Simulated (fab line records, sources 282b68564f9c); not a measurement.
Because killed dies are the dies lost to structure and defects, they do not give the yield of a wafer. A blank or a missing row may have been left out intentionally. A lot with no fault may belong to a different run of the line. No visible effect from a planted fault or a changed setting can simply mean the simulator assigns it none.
fab line records	flow rit_cmos
record lots=15	wafers=45	last_day=7
route steps=202 shown ACTIVE@2 PWELL@48 PSD@152 M1@202
lots untouched by any fault: they come from a run of this same line in which no faults occurred
start_h: start of the lot's first displayed wafer, in hours after the record's first day	wait_h: time in hours since the lot's previous step	" same as the row above	L1.1+2: a single row standing in for several wafers	- no value present, or no start provided	* or withheld: withheld	< > ~ a bound
route shown NAME@n: NAME is a module with steps in the file, n the number in the route of the first one	usual: the fault-free wafers' mean and standard deviation	same: alike in all rows	chamber/n: place in a boat	sites: each site's reading	_std_site: standard deviation across them	_edge_site: the outer-site mean with the inner-site mean subtracted	radius_mm: for every site, how far away it sits from the centre of the wafer	mask NAME#n: copy n	behind: the last tool/chamber to shape the wafer	hold: reason for holding the lot/hours on hold/outcome of the hold	device: the transistor (n, p or np) that didn't switch	end of line: tests of these same wafers at the route's end	for a step that has no rows: nothing shown but its recipe	killed: count of dies lost to structure and defects at first sort (not the wafer's yield)	map: dies across one wafer; x = killed, . = not, _ = none there
set.NAME: the setting that was run; set.NAME@STEP: the one run at that earlier step	model.NAME: the simulator's own value behind a step, which no gauge read
the route's steps for a sample of lots (tables are steps, rows are wafers)
services: when a tool's chamber went out of use (start_h, in hours from the record's first day, below 0 if earlier), for how many hours, and the reason
## steps
# step RIT_ACTIVE_OXIDATION_01
# recipe temp_c=1000	ambient=O2	target_thk_a=468	ox_time_s=3360
# usual spike_tc_centre_C=1002.5/1.1	spike_tc_load_C=1029.7/1.4	spike_tc_source_C=1025.2/1.5	tube_center_temp_C=1000/0.086	tube_center_temp_C_max=1002.6/0.44	zone_power_load_pct=35/3.7
lot.wafer	tool	chamber	start_h	wait_h	spike_tc_centre_C	spike_tc_load_C	spike_tc_source_C	tube_center_temp_C	tube_center_temp_C_max	zone_power_load_pct
L460.3	furnace-04	0	10.12	0.1	1002.1	1030.4	1023.7	1000	1003.1	32
L460.4	"	0	"	"	1002.7	1030.7	1024.9	1000	1002.7	31
L460.6	"	0	"	"	1001.7	1030.0	1027.0	1000	1003.0	32
L461.4	furnace-04	0	15.12	0.0	1002.6	1031.0	1026.7	999.9	1002.5	32
L461.5	"	0	"	"	1001.4	1028.9	1026.8	1000	1001.7	32
L461.6	"	0	"	"	1001.2	1031.3	1024.3	1000.1	1002.8	31
L463.3	furnace-01	0	25.12	0.1	1000.7	1030.1	1025.5	1000.1	1002.9	35
L463.4	"	0	"	"	1002.9	1030.1	1026.2	1000.1	1002.9	35
L463.5	"	0	"	"	1000.3	1029.8	1026.0	1000	1002.9	34
L464.1	furnace-02	0	30.12	0.1	1004.4	1028.4	1024.7	1000.1	1002.7	40
L464.4	"	0	"	"	1004.5	1027.8	1021.9	999.89	1003.3	41
L464.6	"	0	"	"	1003.5	1027.5	1024.5	999.88	1003.5	41
L466.1	furnace-02	0	40.12	0.1	1003.5	1028.5	1022.2	1000	1002.8	41
L466.2	"	0	"	"	1002.1	1027.3	1022.7	999.95	1002.2	40
L466.6	"	0	"	"	1002.2	1027.9	1023.4	1000	1002.1	40
L467.2	furnace-01	0	45.12	0.1	1001.8	1027.6	1028.3	1000	1002.5	34
L467.4	"	0	"	"	1001.2	1030.3	1026.4	999.81	1002.7	35
L467.5	"	0	"	"	1002.4	1028.4	1028.1	999.99	1002.9	35
L468.3	furnace-04	0	50.12	0.1	1002.6	1031.5	1025.5	1000.1	1002.9	31
L468.5	"	0	"	"	1001.0	1030.6	1024.0	1000	1002.2	32
L468.6	"	0	"	"	1002.2	1029.6	1025.5	999.99	1002.7	32
L471.2	furnace-04	0	65.12	0.1	1002.7	1031.7	1024.9	1000.1	1003.2	31
L471.5	"	0	"	"	1002.2	1031.3	1026.5	999.95	1002.6	31
L471.6	"	0	"	"	1002.7	1030.7	1025.6	1000	1002.4	32
L472.2	furnace-01	0	70.12	0.1	1002.1	1030.7	1027.7	999.98	1002.2	35
L472.4	"	0	"	"	1002.9	1027.6	1027.8	999.89	1002.5	35
L472.6	"	0	"	"	1003.1	1029.3	1025.9	1000	1003.6	35
L474.3	furnace-01	0	81.09	1.0	1016.8	1045.4	1041.3	1015	1017.8	36
L474.5	"	0	"	"	1015.6	1044.6	1041.2	1015.1	1017.6	36
L474.6	"	0	"	"	1016.1	1044.1	1039.8	1015.1	1017.5	37
L475.2	furnace-02	0	85.12	0.1	1004.4	1028.8	1024.3	1000	1002.9	41
L475.4	"	0	"	"	1001.6	1028.2	1022.7	1000.1	1004.2	40
L475.6	"	0	"	"	1004.5	1027.8	1022.8	1000.1	1002.0	40
L476.3	furnace-01	0	90.12	0.1	1017.1	1043.7	1041.3	1015	1017.5	36
L476.4	"	0	"	"	1014.1	1045.1	1041.8	1015	1017.9	36
L476.6	"	0	"	"	1018.6	1046.0	1040.8	1015	1017.2	36
L478.3	furnace-01	0	100.12	0.1	1015.8	1044.4	1040.9	1014.9	1017.4	36
L478.5	"	0	"	"	1017.8	1044.3	1041.3	1014.8	1017.0	36
L478.6	"	0	"	"	1016.9	1044.5	1041.6	1015.1	1018.6	36
L481.2	furnace-04	0	115.12	0.1	1003.1	1029.1	1026.1	999.97	1002.1	31
L481.3	"	0	"	"	1001.1	1031.3	1026.5	999.96	1002.2	32
L481.6	"	0	"	"	1002.7	1030.3	1025.4	1000.1	1003.2	31
L482.1	furnace-04	0	120.12	0.1	1003.4	1030.2	1025.2	999.95	1002.8	31
L482.3	"	0	"	"	1003.1	1031.1	1024.8	1000.1	1002.6	31
L482.4	"	0	"	"	1001.9	1032.3	1025.5	999.95	1002.5	32
# step RIT_ACTIVE_THK_MEAS_02
# recipe reads=SiO2_of_ACTIVE_OXIDATION_01
# usual ACTIVE_OXIDE_THK=47.1/0.97
lot.wafer	tool	chamber	start_h	wait_h	hold	ACTIVE_OXIDE_THK[nm]
L460.3	film_metro-01	-	12.07	0.0	-	45.7
L460.4	"	-	"	"	-	45.3
L460.6	"	-	"	"	-	45.9
L461.4	film_metro-04	-	17.08	0.0	-	45.8
L461.5	"	-	"	"	-	46.3
L461.6	"	-	"	"	-	45.9
L463.3	film_metro-02	-	27.07	0.0	-	48.8
L463.4	"	-	"	"	-	47.6
L463.5	"	-	"	"	-	47.6
L464.1	film_metro-02	-	32.05	0.0	-	48.4
L464.4	"	-	"	"	-	48.2
L464.6	"	-	"	"	-	48.1
L466.1	film_metro-04	-	42.05	0.0	-	47.9
L466.2	"	-	"	"	-	48.4
L466.6	"	-	"	"	-	48.3
L467.2	film_metro-01	-	47.06	0.0	-	47.8
L467.4	"	-	"	"	-	47.5
L467.5	"	-	"	"	-	47.8
L468.3	film_metro-04	-	52.07	0.0	-	45.9
L468.5	"	-	"	"	-	46.9
L468.6	"	-	"	"	-	47.4
L471.2	film_metro-02	-	67.06	0.0	-	47.2
L471.5	"	-	"	"	-	46.8
L471.6	"	-	"	"	-	47.4
L472.2	film_metro-01	-	72.06	0.0	-	47.5
L472.4	"	-	"	"	-	47.7
L472.6	"	-	"	"	-	47.5
L474.3	film_metro-01	-	83.04	0.0	await_dispo/0.2h/release	53.8
L474.5	"	-	"	"	await_dispo/0.2h/release	53.5
L474.6	"	-	"	"	await_dispo/0.2h/release	53.9
L474.3	film_metro-01	-	83.27	0.2	-	53.8
L474.5	"	-	"	"	-	53.4
L474.6	"	-	"	"	-	54.0
L475.2	film_metro-02	-	87.06	0.0	-	47.2
L475.4	"	-	"	"	-	48.0
L475.6	"	-	"	"	-	48.0
L476.3	film_metro-01	-	92.07	0.0	await_dispo/0.2h/release	55.5
L476.4	"	-	"	"	await_dispo/0.2h/release	55.1
L476.6	"	-	"	"	await_dispo/0.2h/release	55.9
L476.3	film_metro-01	-	92.35	0.3	-	55.5
L476.4	"	-	"	"	-	55.1
L476.6	"	-	"	"	-	55.9
L478.3	film_metro-04	-	102.07	0.0	await_dispo/0.2h/release	53.9
L478.5	"	-	"	"	await_dispo/0.2h/release	53.8
L478.6	"	-	"	"	await_dispo/0.2h/release	53.2
L478.3	film_metro-04	-	102.30	0.2	-	53.9
L478.5	"	-	"	"	-	53.8
L478.6	"	-	"	"	-	53.2
L481.2	film_metro-02	-	117.06	0.0	-	46.2
L481.3	"	-	"	"	-	46.8
L481.6	"	-	"	"	-	46.9
L482.1	film_metro-01	-	122.05	0.0	-	46.0
L482.3	"	-	"	"	-	46.6
L482.4	"	-	"	"	-	46.0
# step RIT_PWELL_STRIP_09
# recipe chemistry=O2	time_s=180	resist=NOVOLAK	platen_temp_c=withheld	power_w=500	pressure_mtorr=4000	o2_flow_sccm=4000
# usual drypump_motor_current_A=5.4/0.6
lot.wafer	tool	chamber	start_h	wait_h	drypump_motor_current_A	rf_hours_counter_h
L460.3	plasma_asher-02	1	22.23	0.1	6.6	-
L460.4	"	0	"	"	5.3	-
L460.6	"	0	"	"	5.3	-
L461.4	plasma_asher-04	0	28.84	0.1	5.7	-
L461.5	"	1	"	"	4.7	-
L461.6	"	0	"	"	5.7	-
L463.3	plasma_asher-02	0	39.42	0.1	5.2	-
L463.4	"	1	"	"	6.6	-
L463.5	"	1	"	"	6.6	-
L464.1	plasma_asher-02	1	43.01	0.1	6.6	40
L464.4	"	1	"	"	6.6	-
L464.6	"	0	"	"	5.3	-
L466.1	plasma_asher-04	1	52.24	0.1	4.7	27
L466.2	"	0	"	"	5.7	27
L466.6	"	1	"	"	4.7	-
L467.2	plasma_asher-01	0	58.13	0.1	5.2	40
L467.4	"	0	"	"	5.3	-
L467.5	"	0	"	"	5.2	-
L468.3	plasma_asher-01	1	62.77	0.1	5.3	-
L468.5	"	0	"	"	5.2	-
L468.6	"	1	"	"	5.3	-
L471.2	plasma_asher-04	0	77.30	0.1	5.7	30
L471.5	"	1	"	"	4.7	-
L471.6	"	0	"	"	5.7	-
L472.2	plasma_asher-01	1	83.10	0.1	5.3	43
L472.4	"	1	"	"	5.3	-
L472.6	"	1	"	"	5.3	-
L475.2	plasma_asher-04	1	97.42	0.1	4.7	33
L475.4	"	1	"	"	4.7	-
L475.6	"	0	"	"	5.7	-
L474.3	plasma_asher-04	0	102.22	0.1	5.7	-
L474.5	"	0	"	"	5.7	-
L474.6	"	1	"	"	4.7	-
L481.2	plasma_asher-04	1	127.82	0.1	4.7	36
L481.3	"	1	"	"	4.7	-
L481.6	"	0	"	"	5.7	-
L482.1	plasma_asher-04	1	133.15	0.1	4.7	37
L482.3	"	1	"	"	4.7	-
L482.4	"	0	"	"	5.7	-
# step RIT_WELLDRIVE_RS_MEAS_02
# recipe thk_meas_gauge=four-point-probe
# usual PWELL_RS=429.7/1.2
lot.wafer	tool	chamber	start_h	wait_h	PWELL_RS[ohm/sq]
L460.3	film_metro-02	-	27.65	0.1	429.3
L460.4	"	-	"	"	428.4
L460.6	"	-	"	"	428.6
L461.4	film_metro-03	-	34.28	0.1	428.2
L461.5	"	-	"	"	429.1
L461.6	"	-	"	"	428.4
L463.3	film_metro-02	-	44.84	0.1	430.5
L463.4	"	-	"	"	428.4
L463.5	"	-	"	"	430.8
L464.1	film_metro-04	-	48.48	0.1	431.1
L464.4	"	-	"	"	430.7
L464.6	"	-	"	"	430.2
L466.1	film_metro-04	-	57.68	0.1	433.1
L466.2	"	-	"	"	432.1
L466.6	"	-	"	"	432.0
L467.2	film_metro-02	-	63.59	0.1	429.5
L467.4	"	-	"	"	428.9
L467.5	"	-	"	"	429.7
L468.3	film_metro-02	-	68.70	0.1	430.5
L468.5	"	-	"	"	431.5
L468.6	"	-	"	"	431.2
L471.2	film_metro-02	-	82.76	0.1	428.8
L471.5	"	-	"	"	427.9
L471.6	"	-	"	"	427.6
L472.2	film_metro-03	-	88.56	0.1	429.6
L472.4	"	-	"	"	429.9
L472.6	"	-	"	"	428.9
L475.2	film_metro-04	-	102.88	0.1	429.7
L475.4	"	-	"	"	430.1
L475.6	"	-	"	"	430.9
L474.3	film_metro-03	-	107.64	0.1	428.2
L474.5	"	-	"	"	430.2
L474.6	"	-	"	"	429.0
L481.2	film_metro-02	-	133.67	0.1	429.0
L481.3	"	-	"	"	428.5
L481.6	"	-	"	"	430.3
L482.1	film_metro-03	-	138.73	0.1	429.1
L482.3	"	-	"	"	427.8
L482.4	"	-	"	"	429.9
# step RIT_PSD_TW_MEAS_10
# usual PSD_TW=3425/20
lot.wafer	tool	chamber	start_h	wait_h	PSD_TW
L460.3	film_metro-01	-	48.36	0.1	3403
L460.4	"	-	"	"	3421
L460.6	"	-	"	"	3412
L461.4	film_metro-01	-	54.55	0.1	3397
L461.5	"	-	"	"	3396
L461.6	"	-	"	"	3407
L463.3	film_metro-02	-	65.32	0.1	3450
L463.4	"	-	"	"	3452
L463.5	"	-	"	"	3458
L464.1	film_metro-01	-	69.26	0.1	3399
L464.4	"	-	"	"	3418
L464.6	"	-	"	"	3393
L466.1	film_metro-02	-	78.12	0.1	3421
L466.2	"	-	"	"	3431
L466.6	"	-	"	"	3425
L467.2	film_metro-02	-	84.11	0.1	3443
L467.4	"	-	"	"	3434
L467.5	"	-	"	"	3426
L468.3	film_metro-02	-	89.87	0.1	3426
L468.5	"	-	"	"	3432
L468.6	"	-	"	"	3423
L471.2	film_metro-01	-	102.96	0.1	3407
L471.5	"	-	"	"	3422
L471.6	"	-	"	"	3406
L472.2	film_metro-04	-	108.91	0.1	3444
L472.4	"	-	"	"	3444
L472.6	"	-	"	"	3445
L475.2	film_metro-02	-	124.32	0.1	3447
L475.4	"	-	"	"	3432
L475.6	"	-	"	"	3436
L474.3	film_metro-01	-	139.28	0.1	3390
L474.5	"	-	"	"	3418
L474.6	"	-	"	"	3402
L481.2	film_metro-01	-	153.66	0.1	3432
L481.3	"	-	"	"	3423
L481.6	"	-	"	"	3403
L482.1	film_metro-01	-	158.53	0.1	3430
L482.3	"	-	"	"	3418
L482.4	"	-	"	"	3423
# step RIT_M1_PROBE_99
# usual killed_at_contacts=0.1/0.36	killed_at_front_end=7/3.4	killed_dies=7/3.4	killed_open=3.3/2	killed_short=3.8/2.4
# same gross_dies=264	killed_at_M0_to_M3=0	killed_at_M4_up=0	killed_at_back_side=0	killed_at_other=0
lot.wafer	tool	chamber	start_h	wait_h	killed_at_contacts	killed_at_front_end	killed_dies	killed_open	killed_short
L471.2	prober-01	-	110.91	0.1	0	5	5	3	2
L471.5	prober-01	-	111.06	0.2	0	6	6	3	3
L471.6	prober-01	-	111.11	0.2	0	4	4	2	2
L474.3	prober-02	-	147.08	0.2	0	9	9	6	3
L474.5	prober-02	-	147.18	0.2	0	17	17	11	6
L474.6	prober-02	-	147.23	0.2	0	14	14	4	9
L481.2	prober-01	-	161.61	0.1	0	16	16	6	9
L481.3	prober-01	-	161.66	0.2	0	2	2	1	1
L481.6	prober-01	-	161.81	0.2	0	7	7	4	3
# killed by level:class
L471.2 GATE:geometric_particle:open=2 GATE:geometric_particle:short=1 REOX:geometric_particle:open=1 SILICIDE:geometric_particle:short=1
L471.5 SILICIDE:geometric_particle:short=2 FOX1:geometric_particle:open=1 GATE:geometric_particle:open=1 REOX:geometric_particle:short=1 SILICIDE:geometric_particle:open=1
L471.6 GATE:geometric_particle:open=2 FOX1:geometric_particle:short=1 GATE:geometric_particle:short=1
L474.3 GATE:geometric_particle:short=3 FOX1:geometric_particle:open=1 FOX2:geometric_particle:open=1 GATE:geometric_particle:open=1 REOX:geometric_particle:open=1 SPACER:geometric_particle:open=1 SILICIDE:geometric_particle:open=1
L474.5 GATE:geometric_particle:open=5 GATE:geometric_particle:short=3 FOX1:geometric_particle:short=2 REOX:geometric_particle:open=2 SPACER:geometric_particle:open=2 FOX1:geometric_particle:open=1 SPACER:geometric_particle:short=1 SILICIDE:geometric_particle:open=1
L474.6 GATE:geometric_particle:short=4 GATE:geometric_particle:open=2 SPACER:geometric_particle:short=2 FOX1:geometric_particle:short=1 FOX2:geometric_particle:short=1 REOX:geometric_particle:short=1 SPACER:geometric_particle:open=1 SILICIDE:geometric_particle:open=1
L481.2 GATE:geometric_particle:short=5 SPACER:geometric_particle:short=3 GATE:geometric_particle:open=2 SILICIDE:geometric_particle:open=2 ACTIVE:geometric_particle:open=1 FOX2:geometric_particle:open=1 FOX2:geometric_particle:short=1 GATE:coat_microbubble_printed=1
L481.3 FOX1:geometric_particle:short=1 SILICIDE:geometric_particle:open=1
L481.6 GATE:geometric_particle:short=2 FOX1:geometric_particle:short=1 FOX2:geometric_particle:open=1 GATE:geometric_particle:open=1 REOX:geometric_particle:open=1 SPACER:geometric_particle:open=1
## services
tool	chamber	start_h	hours	kind
plasma_asher-01	-	-10.95	2.7	repair
plasma_asher-01	-	0.14	14.6	pm
furnace-02	-	7.84	3.5	pm
plasma_asher-01	-	53.02	4.2	repair
furnace-02	-	71.82	1.4	pm
furnace-04	-	107.05	3.1	pm
furnace-01	-	111.71	3.0	pm
## key
first_sign step=RIT_ACTIVE_OXIDATION_01	reading=tube_center_temp_C	direction=up	sigmas=99+	usual=*	struck=*
effect step=RIT_ACTIVE_OXIDATION_01	reading=tube_center_temp_C_max	direction=up	sigmas=34	usual=*	struck=*
effect step=RIT_ACTIVE_THK_MEAS_02	reading=visit	direction=added
effect step=RIT_ACTIVE_THK_MEAS_02	reading=ACTIVE_OXIDE_THK	direction=up	sigmas=7.3	usual=47.1	struck=54.3
met_at RIT_ACTIVE_OXIDATION_01
struck_lots L474,L476,L478
rows_end L476.3,L476.4,L476.6,L478.3,L478.5,L478.6
tester_left_out L474
not_acting_at RIT_PWELL_STRIP_09,RIT_WELLDRIVE_RS_MEAS_02,RIT_PSD_TW_MEAS_10
onset_between 70.12 81.09
fault kind=process_parameter_drift	tool=furnace-01	chamber=-	onset_h=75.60	steps=RIT_ACTIVE_OXIDATION_01	channel=temp_c	offset=*	shape=step	end_h=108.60	acts_in=*	stated=*
# tester_left_out: of these lots the tester's yield and bins aren't shown, on N5 and GAA mostly nor the transistor test; their killed dies are dies lost to structure and defects alone, not to doping, threshold or leakage, so they don't give the yield
# rows_end: these wafers met a further fault down the route, and their rows from its step on are left out
